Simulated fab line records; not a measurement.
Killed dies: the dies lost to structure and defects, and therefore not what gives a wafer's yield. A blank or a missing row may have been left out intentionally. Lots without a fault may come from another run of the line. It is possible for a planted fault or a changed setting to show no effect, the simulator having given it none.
One fault seen from 2 desks | flow berkeley-cmos170 | every desk sees just its own numbers, and what lay behind them comes last

## FOR THE TOOL OWNER'S DESK: plasma-asher-01
The tool's own readings at UCB170_PVT_STRIP_08 (strips in O2): means of the sampled wafers that have a number, for each lot that ran on this tool. Any lot whose mean is over 4 standard deviations away from the usual mean is out of limits and marked OUT; that distance is given in the brackets.
Columns: A = drypump-motor-current-A at UCB170_PVT_STRIP_08, usual 5.7 A; B = o2-flow-sccm at UCB170_PVT_STRIP_08, usual 400.1 sccm; C = oes-product-au at UCB170_PVT_STRIP_08, usual 0.734 a.u.; D = strip-time-to-endpoint-s at UCB170_PVT_STRIP_08, usual 21.64 s
lot  | first seen here | A   | B                       | C     | D
L381 | day 6 17:43     | 5.7 | 400.0                   | 0.735 | 21.60
L386 | day 8 08:11     | 5.6 | 399.9                   | 0.732 | 21.58
L387 | day 8 08:23     | 5.7 | 400.1                   | 0.736 | 21.71
L392 | day 8 14:07     | 5.6 | 533.6 (+99 or more) OUT | 0.747 | 20.95 (-10) OUT
L391 | day 8 14:22     | 5.6 | 534.3 (+99 or more) OUT | 0.752 | 20.88 (-11) OUT
This desk's verdict: out of limits on L391, L392, starting with L392 at day 8 14:07 (o2-flow-sccm at UCB170_PVT_STRIP_08). In limits: L381, L386, L387.

## AT THE METROLOGY DESK
Means of the sampled wafers that have a number, per lot and without regard to the tool the lot ran on: this is what the gauges read. Any lot whose mean is over 4 standard deviations away from the usual mean is out of limits and marked OUT; that distance is given in the brackets.
Columns: A = V1_TEOS_THK at UCB170_V1_THK_MEAS_01, usual 1994 nm
lot  | first seen here | A
L380 | day 8 13:24     | 2013
L381 | day 8 14:44     | 1988
L382 | day 8 14:44     | 1991
L383 | day 8 14:45     | 1995
L385 | day 9 06:45     | 2002
L386 | day 10 04:18    | 2032
L392 | day 10 05:38    | 1968
L387 | day 10 05:40    | 2030
L391 | day 10 10:55    | 1967
L397 | day 11 23:47    | 1989
L398 | day 12 08:26    | 1998
L399 | day 13 05:22    | 1985
L400 | day 13 05:22    | 2009
L403 | day 13 12:53    | 1981
This desk's finding: nothing out of limits on any of the 14 lots.

## TAKEN TOGETHER
The tool owner's desk had the chance to raise an alarm at day 8 14:07 on L391, L392.
The metrology desk saw nothing out of limits.
The metrology desk holds a record of L391, L392, inside its limits.
On plasma-asher-01, each named lot ran UCB170_PVT_STRIP_08.

## WHAT HAD BEEN PUT IN BY THE SIMULATOR
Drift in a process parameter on plasma-asher-01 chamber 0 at UCB170_PVT_STRIP_08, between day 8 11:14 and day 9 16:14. Setting o2-flow-sccm, moved by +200, from 400. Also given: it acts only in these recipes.
Lots struck among those shown: L391, L392.
Time in hours from fault onset to the first out-of-limits reading at each desk: the tool owner's desk, 3.
